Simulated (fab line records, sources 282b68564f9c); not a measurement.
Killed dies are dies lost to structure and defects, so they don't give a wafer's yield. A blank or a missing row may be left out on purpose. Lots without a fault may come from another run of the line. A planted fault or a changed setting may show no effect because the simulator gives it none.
Which tool did it? | flow rit_cmos | 15 lots, 45 wafers sampled, at 2 steps of a route of 202

WHAT THE GAUGES READ, wafer by wafer
The record holds no reading of a measuring or inspecting step that can be judged against a usual standard deviation.

WHICH TOOL RAN EACH LOT (tool, then ch and the chambers of the sampled wafers, then the start)
lot  | RIT_M1_ANNEAL_15             | RIT_M1_PROBE_99
L685 | furnace-02 ch 0, day 3 17:10 | -
L687 | furnace-02 ch 0, day 3 23:01 | -
L688 | furnace-02 ch 0, day 4 06:16 | -
L690 | furnace-02 ch 0, day 4 14:52 | -
L691 | furnace-02 ch 0, day 5 01:02 | -
L692 | furnace-02 ch 0, day 5 04:04 | -
L693 | furnace-02 ch 0, day 5 11:45 | -
L694 | furnace-02 ch 0, day 5 16:54 | -
L695 | furnace-02 ch 0, day 5 19:37 | prober-01, day 5 21:14
L696 | furnace-02 ch 0, day 6 00:25 | prober-02, day 6 02:11
L698 | furnace-02 ch 0, day 6 11:35 | prober-02, day 6 13:22
L699 | furnace-02 ch 0, day 6 13:47 | prober-01, day 6 15:28
L703 | furnace-02 ch 0, day 7 08:55 | prober-01, day 7 10:35
L704 | furnace-02 ch 0, day 7 15:19 | -
L705 | furnace-02 ch 0, day 7 20:19 | -
- RIT_M1_ANNEAL_15: time 1800 s.
- RIT_M1_PROBE_99

WHAT THE TOOLS THEMSELVES READ (means of the sampled wafers that have a number; where no wafer has one, the mark that the record gives instead)
RIT_M1_ANNEAL_15.
lot  | tool       | spike_tc_centre_C (C) | spike_tc_load_C (C) | spike_tc_source_C (C) | tube_center_temp_C (C) | tube_center_temp_C_max | zone_power_centre_pct (%) | zone_power_load_pct (%) | zone_power_source_pct (%)
L685 | furnace-02 | 452.4                 | 466.3               | 466.4                 | 449.97                 | 451.07                 | 21.09                     | 6.16                    | 6.16
L687 | furnace-02 | 451.5                 | 467.4               | 465.8                 | 450.01                 | 451.06                 | 20.84                     | 6.21                    | 6.11
L688 | furnace-02 | 452.2                 | 468.0               | 465.5                 | 449.98                 | 450.96                 | 21.10                     | 6.17                    | 6.14
L690 | furnace-02 | 452.3                 | 467.9               | 466.3                 | 450.01                 | 451.25                 | 20.91                     | 6.17                    | 6.09
L691 | furnace-02 | 452.4                 | 467.6               | 465.3                 | 449.97                 | 451.09                 | 20.92                     | 6.19                    | 6.11
L692 | furnace-02 | 452.9                 | 467.2               | 464.9                 | 450.03                 | 451.24                 | 20.88                     | 6.19                    | 6.19
L693 | furnace-02 | 452.7                 | 467.4               | 464.8                 | 450.01                 | 451.08                 | 21.03                     | 6.16                    | 6.17
L694 | furnace-02 | 451.5                 | 467.3               | 466.6                 | 450.03                 | 451.23                 | 20.92                     | 6.17                    | 6.11
L695 | furnace-02 | 453.1                 | 467.4               | 465.4                 | 449.96                 | 451.44                 | 20.98                     | 6.25                    | 6.09
L696 | furnace-02 | 452.2                 | 467.3               | 466.6                 | 450.00                 | 451.47                 | 20.84                     | 6.25                    | 6.14
L698 | furnace-02 | 452.1                 | 467.4               | 465.5                 | 450.01                 | 450.96                 | 20.85                     | 6.20                    | 6.14
L699 | furnace-02 | 451.9                 | 466.7               | 465.5                 | 449.99                 | 451.04                 | 20.98                     | 6.20                    | 6.11
L703 | furnace-02 | 421.8                 | 436.4               | 435.2                 | 420.00                 | 421.24                 | 19.40                     | 5.51                    | 5.43
L704 | furnace-02 | 422.3                 | 437.2               | 435.3                 | 420.06                 | 421.24                 | 19.39                     | 5.51                    | 5.47
L705 | furnace-02 | 422.1                 | 436.8               | 435.3                 | 419.98                 | 421.07                 | 19.30                     | 5.53                    | 5.51

RIT_M1_PROBE_99.
lot  | tool      | defect_limited_yield (%) | killed_at_contacts | killed_at_front_end | killed_dies | killed_open | killed_short | sort_bin_3_pad_short (%) | sort_bin_5_function (%) | sort_bin_6_memory (%) | sort_n_pass | sort_yield_pct (%)
L695 | prober-01 | 97.1                     | 0.0                | 7.7                 | 7.7         | 4.0         | 3.7          | 0.0                      | 1.8                     | 1.2                   | 256.3       | 97.1
L696 | prober-02 | 96.6                     | 0.0                | 9.0                 | 9.0         | 2.7         | 6.3          | 0.1                      | 2.0                     | 1.3                   | 255.0       | 96.6
L698 | prober-02 | 96.9                     | 0.0                | 8.3                 | 8.3         | 5.0         | 3.3          | 0.1                      | 2.3                     | 0.8                   | 255.7       | 96.9
L699 | prober-01 | 98.1                     | 0.0                | 5.0                 | 5.0         | 1.7         | 3.3          | 0.1                      | 0.7                     | 1.1                   | 259.0       | 98.1
L703 | prober-01 | 97.7                     | 0.0                | 6.0                 | 6.0         | 2.3         | 3.7          | 0.0                      | 1.0                     | 1.3                   | 258.0       | 97.7

THE ANSWER, worked out from the rows above alone
Rule: what is usual is taken from the lots themselves. Put in order of their means at a reading, lots are off if they are a third of the lots or fewer, leave a main group of 4 or more, and stand apart from it by a gap of 3 or more times the standard deviation of the main group's means; of several such gaps the widest counts. A main group whose means are all the same, to the digits that the tables above print for the reading, isn't used. A lot without any number at a reading at which 4 lots or more have one is off too. The other lots that the step has rows for count as sound. The gauges are gone through in route order, then the tools' own readings, and for those a lot's mean is taken as printed above. The first step at which some lot is off is used, and at that step the reading that is off furthest; a lot without a number counts as furthest.
Off: L703, L704, L705, at RIT_M1_ANNEAL_15 (tube_center_temp_C). The main group: mean 450.00 C, standard deviation 0.022.
A tool fits if, at that step or a process step before it, it ran every lot that is off, and no sound lot after the first of them. One fits: furnace-02 at RIT_M1_ANNEAL_15. Its last sound lot is L699 (day 6 13:47), its first lot that is off L703 (day 7 08:55): a fault that began between those two fits.
The tool's own readings at RIT_M1_ANNEAL_15 bear it out: on the lots that are off they differ by more than 5 times the standard deviation of the sound lots' means. spike_tc_centre_C reads 422.1 C there against 452.3 C on the sound lots; spike_tc_load_C reads 436.8 C there against 467.3 C on the sound lots; spike_tc_source_C reads 435.3 C there against 465.7 C on the sound lots; tube_center_temp_C reads 420.01 C there against 450.00 C on the sound lots; tube_center_temp_C_max reads 421.18 there against 451.16 on the sound lots; zone_power_centre_pct reads 19.36 % there against 20.95 % on the sound lots; zone_power_load_pct reads 5.52 % there against 6.19 % on the sound lots; zone_power_source_pct reads 5.47 % there against 6.13 % on the sound lots.

WHAT THE SIMULATOR HAD PUT IN
Process parameter drift: furnace-02, from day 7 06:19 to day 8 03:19, at RIT_M1_ANNEAL_15. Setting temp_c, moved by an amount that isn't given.
Lots struck among those shown: L703, L704, L705. The rule above found the same.
